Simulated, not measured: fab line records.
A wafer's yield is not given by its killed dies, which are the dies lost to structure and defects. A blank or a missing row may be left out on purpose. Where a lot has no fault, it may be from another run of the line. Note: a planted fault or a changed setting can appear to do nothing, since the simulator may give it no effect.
A lot that was struck, set against a sound lot    flow rit-cmos    43 steps out of a route of 202
Sound: the wafers L514.1, L514.3, L514.6. The struck wafers were L524.2, L524.3, L524.4. The cause is named last.
For every step that has rows: the tool of each side, followed by ch and its chambers, followed by its first start. Under that, the readings that differ: sound wafers    struck wafers    difference of the means    sigmas: that difference in standard deviations of wafers without a fault.
alike: words and numbers the same on both sides, and readings whose means are apart by under 2 such deviations; not compared: readings that were withheld, readings missing a value for some wafer, numbers with overlapping values and no deviation given by the record, and bounds like >300 which may hide the same value.
The two part at a step that has a row with sigmas, a row that says differs or no value, or rows on one side only. When numbers do not overlap yet have no deviation, they are printed without sigmas and do not part them. A reading missing from all wafers of one side parts the sides only when that side holds two or more wafers.

RIT_ACTIVE_ETCH_13: etches Si3N4 in SF6, stops on SiO2, time 210 s, target depth 210 nm.
  sound on rie-diel-04 ch 2,3, day 4 07:50; struck on rie-diel-01 ch 1,2,3, day 6 10:37
  alike: drypump-motor-current-A, oes-product-au, throttle-valve-pct
  not compared: rf-hours-counter-h
RIT_ACTIVE_STRIP_14: strips in O2, time 180 s.
  sound on plasma-asher-01 ch 1, day 4 07:58; struck on plasma-asher-04 ch 0,1, day 6 10:44
  alike: drypump-motor-current-A
  not compared: rf-hours-counter-h
RIT_ACTIVE_CD_MEAS_90: the cd target is 1400 nm.
  sound on cd-sem-01, day 4 08:08; struck on cd-sem-02, day 6 10:56
  alike: cd-nm
then, 4 steps without rows for these wafers: RIT_ACTIVE_CLEAN_15 (cleans in SC1, time 600 s); RIT_ACTIVE_CLEAN_16 (cleans in dHF, time 30 s); RIT_ACTIVE_CLEAN_17 (cleans in SC2, time 600 s); RIT_FOX1_OXIDATION_00 (target thk 350.7 nm, ox time 1130 s).
RIT_FOX1_THK_MEAS_01:
  sound on film-metro-03, day 4 09:58; struck on film-metro-01, day 6 14:06
  alike: FOX1_OXIDE_THK
then, 2 steps without rows for these wafers: RIT_FOX1_WET_ETCH_02 (etches SiO2 in BOE, target depth 350 nm, time 390 s); RIT_FOX2_OXIDATION_00 (target thk 350.7 nm, ox time 1130 s).
RIT_FOX2_THK_MEAS_01:
  sound on film-metro-01, day 4 11:27; struck on film-metro-01, day 6 15:35
  alike: FOX2_OXIDE_THK
then, 1 step without rows for these wafers: RIT_FOX2_CLEAN_02 (cleans in dHF, time 180 s).
RIT_FOX2_WET_ETCH_03: etches Si3N4 in H3PO4, target depth 195 nm, time 2700 s.
  sound on wet-bench-03 ch 3, day 4 11:34; struck on wet-bench-04 ch 3, day 6 15:42
RIT_FOX2_THK_MEAS_90:
  sound on film-metro-03, day 4 12:20; struck on film-metro-03, day 6 16:28
  alike: FIELD_OXIDE_LEFT_1_THK
then, 6 steps without rows for these wafers: RIT_NWELL_HMDS_00 (prime time 60 s); RIT_NWELL_COAT_01 (resist thk 1300 nm); RIT_NWELL_SOFTBAKE_02 (time 60 s); RIT_NWELL_EXPOSE_03 (exposes mask M2, target cd 43900 nm); RIT_NWELL_PEB_04; RIT_NWELL_DEVELOP_05 (develop time 68 s).
RIT_NWELL_OVL_MEAS_06:
  sound on overlay-01, day 4 13:24; struck on overlay-01, day 6 17:32
reading         sound           struck        difference  sigmas
NWELL_OVL (nm)  -3.5 -2.3 -2.8  2.2 0.1 -0.1  +3.6        +3
then, 2 steps without rows for these wafers: RIT_NWELL_HARDBAKE_07 (time 120 s); RIT_NWELL_IMPLANT_08.
RIT_NWELL_STRIP_09: strips in O2, time 180 s.
  sound on plasma-asher-03 ch 0,1, day 4 13:50; struck on plasma-asher-02 ch 0,1, day 6 17:58
  alike: drypump-motor-current-A
  not compared: rf-hours-counter-h
RIT_NWELL_TW_MEAS_10:
  sound on film-metro-03, day 4 14:01; struck on film-metro-02, day 6 18:08
  alike: NWELL_TW
then, 6 steps without rows for these wafers: RIT_PWELL_HMDS_00 (prime time 60 s); RIT_PWELL_COAT_01 (resist thk 1300 nm); RIT_PWELL_SOFTBAKE_02 (time 60 s); RIT_PWELL_EXPOSE_03 (exposes mask M3, target cd 43700 nm); RIT_PWELL_PEB_04; RIT_PWELL_DEVELOP_05 (develop time 70.64 s).
RIT_PWELL_OVL_MEAS_06:
  sound on overlay-01, day 4 14:58; struck on overlay-02, day 6 19:12
  alike: PWELL_OVL
then, 2 steps without rows for these wafers: RIT_PWELL_HARDBAKE_07 (time 120 s); RIT_PWELL_IMPLANT_08.
RIT_PWELL_STRIP_09: strips in O2, time 180 s.
  sound on plasma-asher-04 ch 0, day 4 15:24; struck on plasma-asher-02 ch 0,1, day 6 19:38
  alike: drypump-motor-current-A
  not compared: rf-hours-counter-h
RIT_PWELL_TW_MEAS_10:
  sound on film-metro-02, day 4 15:34; struck on film-metro-03, day 6 19:49
reading   sound        struck       difference  sigmas
PWELL_TW  958 948 957  936 937 937  -18         -2
then, 1 step without rows for these wafers: RIT_WELLDRIVE_ANNEAL_00 (time 14700 s).
RIT_WELLDRIVE_RS_MEAS_01: the measuring method here is four-point-probe.
  sound on film-metro-02, day 4 20:43; struck on film-metro-02, day 7 00:58
  alike: NWELL_RS
RIT_WELLDRIVE_RS_MEAS_02: the measuring method here is four-point-probe.
  sound on film-metro-02, day 4 20:50; struck on film-metro-02, day 7 01:05
  alike: PWELL_RS
then, 3 steps without rows for these wafers: RIT_NRETRO_HMDS_00 (prime time 60 s); RIT_NRETRO_COAT_01 (resist thk 1300 nm); RIT_NRETRO_SOFTBAKE_02 (time 60 s).
RIT_M1_PROBE_99:
  sound on prober-01, day 6 01:51; struck on prober-01, day 8 05:34
reading              sound   struck    difference  sigmas
killed-at-front-end  5 10 5  32 27 30  +23         +8
killed-dies          5 10 5  32 28 30  +23         +8
  alike: killed-at-contacts, killed-on-rim, killed-open, killed-short

== WHERE THEY PART ==
Earliest at RIT_NWELL_OVL_MEAS_06; latest, in this record, at RIT_M1_PROBE_99.

WHY: what the simulator had put in
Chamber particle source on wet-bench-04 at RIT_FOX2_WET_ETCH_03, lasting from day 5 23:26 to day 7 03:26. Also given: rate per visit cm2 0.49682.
